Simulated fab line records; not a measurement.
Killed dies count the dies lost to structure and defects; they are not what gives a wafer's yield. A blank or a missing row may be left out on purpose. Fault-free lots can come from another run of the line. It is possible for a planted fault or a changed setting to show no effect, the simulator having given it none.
The same fault as seen by 2 desks + flow berkeley_cmos170 + every desk sees just its own numbers, and what lay behind them comes last

== METROLOGY DESK ==
Lot by lot, what the gauges showed, no matter which tool ran the lot: averages of those sampled wafers that carry a number. If a lot's mean is further than 4 standard deviations from the usual mean, the lot is out of limits and carries the mark OUT (the distance appears in the brackets).
Columns: A = GATE_OXIDE_THK at UCB170_GATE_THK_MEAS_02, usual 6.56 nm; B = NLDD_OVL at UCB170_NLDD_OVL_MEAS_07, usual -1 nm
| lot  | first seen here | A    | B  |
|------|-----------------|------|----|
| L259 | day 6 23:33     | 6.36 | -2 |
| L260 | day 6 23:34     | 6.38 | -4 |
| L263 | day 7 18:22     | 6.54 | -4 |
| L265 | day 7 18:22     | 6.59 | 6  |
| L262 | day 7 18:25     | 6.71 | -1 |
| L267 | day 8 10:23     | 6.61 | 4  |
| L268 | day 8 10:23     | 6.54 | -1 |
| L269 | day 9 07:19     | 6.74 | -1 |
| L270 | day 9 07:21     | 6.63 | 1  |
| L273 | day 9 14:47     | 6.51 | -2 |
| L274 | day 10 00:10    | 6.19 | 0  |
| L275 | day 10 00:10    | 6.51 | -5 |
| L276 | day 10 00:14    | 6.55 | 4  |
| L281 | day 11 02:08    | 6.65 | 6  |
| L282 | day 11 06:21    | 6.62 | -4 |
Result from this desk: across the 15 lots, nothing is out of limits.

== THE TOOL OWNER'S DESK: rie_metal-03 ==
The tool's own readings at UCB170_M1_METAL_ETCH_12 (etches Al in Cl2/BCl3, stops on PSG, target depth 780 nm, time 130 s): means of the sampled wafers that have a number, for each lot that ran on this tool. If a lot's mean is further than 4 standard deviations from the usual mean, the lot is out of limits and carries the mark OUT (the distance appears in the brackets).
Columns: A = bcl3_flow_sccm at UCB170_M1_METAL_ETCH_12, usual 44.98 sccm; B = bias_w at UCB170_M1_METAL_ETCH_12, usual 120.0 W; C = drypump_motor_current_A at UCB170_M1_METAL_ETCH_12, usual 5.6 A; D = oes_product_au at UCB170_M1_METAL_ETCH_12, usual 0.862 a.u.; E = rf_fwd_power_W at UCB170_M1_METAL_ETCH_12, usual 596.5 W; F = throttle_valve_pct at UCB170_M1_METAL_ETCH_12, usual 24.50 %
| lot  | first seen here | A     | B     | C   | D     | E               | F     |
|------|-----------------|-------|-------|-----|-------|-----------------|-------|
| L265 | day 9 02:41     | 45.05 | 120.2 | 5.6 | 0.860 | 599.2           | 24.73 |
| L262 | day 9 04:41     | 45.03 | 120.2 | 5.1 | 0.890 | 593.8           | 24.55 |
| L268 | day 9 22:07     | 44.99 | 120.2 | 5.4 | 0.869 | 597.1           | 24.64 |
| L273 | day 11 01:08    | 44.99 | 120.2 | 5.3 | 0.872 | 526.4 (-30) OUT | 24.64 |
| L274 | day 11 09:38    | 44.94 | 119.9 | 5.3 | 0.867 | 527.1 (-30) OUT | 24.65 |
| L276 | day 11 13:15    | 45.08 | 120.0 | 4.8 | 0.884 | 526.9 (-30) OUT | 24.48 |
This desk's verdict: out of limits on L273, L274, L276, starting with L273 at day 11 01:08 (rf_fwd_power_W at UCB170_M1_METAL_ETCH_12). L265, L262, L268 stayed within limits.

== BROUGHT TOGETHER ==
An alarm could have come from the tool owner's desk at day 11 01:08, on L273, L274, L276.
Metrology desk: nothing out of limits seen.
The metrology desk has L273, L274, L276 on record, within its limits.
Every lot named ran UCB170_M1_METAL_ETCH_12 on rie_metal-03.

== WHAT WAS PUT IN BY THE SIMULATOR ==
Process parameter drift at UCB170_M1_METAL_ETCH_12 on rie_metal-03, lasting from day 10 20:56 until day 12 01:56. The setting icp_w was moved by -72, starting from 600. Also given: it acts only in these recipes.
Shown lots that were struck: L273, L274, L276.
Hours from the fault's start to each desk's first reading out of limits: the tool owner's desk, 4.
